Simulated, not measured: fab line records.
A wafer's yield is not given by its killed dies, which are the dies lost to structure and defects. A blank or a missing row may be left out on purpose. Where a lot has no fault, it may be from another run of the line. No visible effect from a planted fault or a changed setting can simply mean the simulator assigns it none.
Which tool did it? ; flow rit-cmos ; 16 lots with 48 wafers sampled at 4 steps, on a route of 202 steps

## WHAT THE GAUGES SHOWED, per wafer
RIT_NSD_TW_MEAS_10.
lot;measured;on;NSD_TW
L378;day 3 01:35;film-metro-04;3150 3142 3135
L379;day 3 10:23;film-metro-04;3144 3110 3134
L380;day 3 14:39;film-metro-04;3134 3140 3143
L381;day 3 19:10;film-metro-04;3128 3134 3148
L383;day 4 06:43;film-metro-03;3062 3074 3092
L384;day 4 07:12;film-metro-03;3067 3075 3076
L386;day 4 20:56;film-metro-04;3161 3135 3152
L387;day 5 00:34;film-metro-04;3128 3145 3148
L388;day 5 04:27;film-metro-03;3057 3073 3077
L389;day 5 09:44;film-metro-03;3067 3066 3059
L393;day 6 06:15;film-metro-03;3065 3068 3054
L394;day 6 09:37;film-metro-04;3168 3159 3156
L395;day 6 17:04;film-metro-02;3156 3169 3167
L396;day 6 21:18;film-metro-03;3049 3066 3053
L397;day 7 00:54;film-metro-03;3075 3073 3067
L398;day 7 08:08;film-metro-04;3185 3136 3158

RIT_CONTACT_OVL_MEAS_09.
lot;measured;on;CONTACT_OVL (nm)
L378;day 3 05:52;overlay-01;0.9 1.2 -0.7
L379;day 3 14:30;overlay-02;1.3 3.0 2.0
L380;day 3 18:53;overlay-02;1.1 1.6 -0.4
L381;day 3 23:17;overlay-01;2.4 2.5 1.7
L383;day 4 11:02;overlay-02;2.4 2.2 2.5
L384;day 4 11:35;overlay-02;0.9 1.2 1.4
L386;day 5 01:22;overlay-01;-1.6 -0.8 1.4
L387;day 5 05:26;overlay-01;1.2 2.1 1.6
L388;day 5 09:08;overlay-01;0.2 -0.4 0.5
L389;day 5 14:00;overlay-02;1.1 -0.1 -0.4
L393;day 6 10:28;overlay-02;130.0 130.9 132.3
L394;day 6 14:04;overlay-02;0.5 2.9 0.7
L395;day 6 21:31;overlay-01;130.9 130.0 129.7
L396;day 7 01:34;overlay-02;132.5 130.8 132.6
L397;day 7 05:29;overlay-02;1.2 1.6 1.0
L398;day 7 12:36;overlay-01;129.9 129.0 129.6

## WHICH TOOL RAN EACH LOT (tool, then ch and the chambers of the sampled wafers, then the start)
lot;RIT_SILICIDE_RTA_04;RIT_CONTACT_EXPOSE_05
L378;rtp-anneal-01 ch 0, day 3 04:30;iline-stepper-01 ch 0, day 3 05:14
L379;rtp-anneal-01 ch 0, day 3 13:08;iline-stepper-01 ch 0, day 3 13:52
L380;rtp-anneal-02 ch 0, day 3 17:23;iline-stepper-02 ch 0, day 3 18:14
L381;rtp-anneal-01 ch 0, day 3 21:55;iline-stepper-02 ch 0, day 3 22:40
L383;rtp-anneal-02 ch 0, day 4 09:32;iline-stepper-01 ch 0, day 4 10:23
L384;rtp-anneal-02 ch 0, day 4 10:05;iline-stepper-02 ch 0, day 4 10:57
L386;rtp-anneal-02 ch 0, day 4 23:47;iline-stepper-01 ch 0, day 5 00:40
L387;rtp-anneal-01 ch 0, day 5 03:52;iline-stepper-02 ch 0, day 5 04:47
L388;rtp-anneal-02 ch 0, day 5 07:46;iline-stepper-02 ch 0, day 5 08:31
L389;rtp-anneal-01 ch 0, day 5 12:30;iline-stepper-01 ch 0, day 5 13:22
L393;rtp-anneal-01 ch 0, day 6 09:07;iline-stepper-01 ch 0, day 6 09:52
L394;rtp-anneal-02 ch 0, day 6 12:34;iline-stepper-02 ch 0, day 6 13:26
L395;rtp-anneal-01 ch 0, day 6 19:55;iline-stepper-01 ch 0, day 6 20:52
L396;rtp-anneal-02 ch 0, day 7 00:02;iline-stepper-01 ch 0, day 7 00:47
L397;rtp-anneal-01 ch 0, day 7 03:59;iline-stepper-02 ch 0, day 7 04:52
L398;rtp-anneal-02 ch 0, day 7 11:04;iline-stepper-01 ch 0, day 7 11:58
- RIT_SILICIDE_RTA_04: time 10 s, ramp up 5 s, ramp down 5 s.
- RIT_CONTACT_EXPOSE_05: exposes mask M11, target cd 1000 nm.

## WHAT THE TOOLS THEMSELVES READ (means of the sampled wafers that have a number; where no wafer has one, the mark that the record gives instead)
RIT_SILICIDE_RTA_04.
lot;tool;wafer_temp_C_max
L378;rtp-anneal-01;652.0
L379;rtp-anneal-01;652.1
L380;rtp-anneal-02;652.6
L381;rtp-anneal-01;652.3
L383;rtp-anneal-02;652.2
L384;rtp-anneal-02;652.3
L386;rtp-anneal-02;652.9
L387;rtp-anneal-01;651.9
L388;rtp-anneal-02;653.2
L389;rtp-anneal-01;651.9
L393;rtp-anneal-01;651.8
L394;rtp-anneal-02;652.5
L395;rtp-anneal-01;652.0
L396;rtp-anneal-02;652.7
L397;rtp-anneal-01;652.1
L398;rtp-anneal-02;652.7

## THE ANSWER, worked out from the rows above alone
Rule: the lots themselves supply what counts as usual. Put in order of their means at a reading, lots are off if they are a third of the lots or fewer, leave a main group of 4 or more, and stand apart from it by a gap of 3 or more times the standard deviation of the main group's means; of several such gaps the widest counts. A main group whose means are all the same, to the digits that the tables above print for the reading, isn't used. A lot without any number at a reading at which 4 lots or more have one is off too. Any other lot the step has rows for is counted as sound. First the gauges in route order, then the tools' own readings, where a lot's mean is used as printed above. At the first step where some lot is off, the reading lying furthest off is the one used; lots without a number count as furthest.
Off: at RIT_CONTACT_OVL_MEAS_09 (CONTACT_OVL), L393, L395, L396, L398. The main group has a mean of 1.1 nm with a standard deviation of 0.85.
A tool fits if, at a process step before that reading, it ran every lot that is off, and no sound lot after the first of them. Those tools and the gauges at RIT_CONTACT_OVL_MEAS_09 are tried in the same way. One fits: iline-stepper-01 at RIT_CONTACT_EXPOSE_05. Its last sound lot is L389 (day 5 13:22), its first lot that is off L393 (day 6 09:52): a fault that began between those two fits.

## WHAT HAD BEEN PUT IN BY THE SIMULATOR
Scanner matching overlay: iline-stepper-01, from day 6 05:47 on, at RIT_CONTACT_EXPOSE_05. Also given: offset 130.
Shown lots that were struck: L393, L395, L396, L398. The rule above reached the same finding.
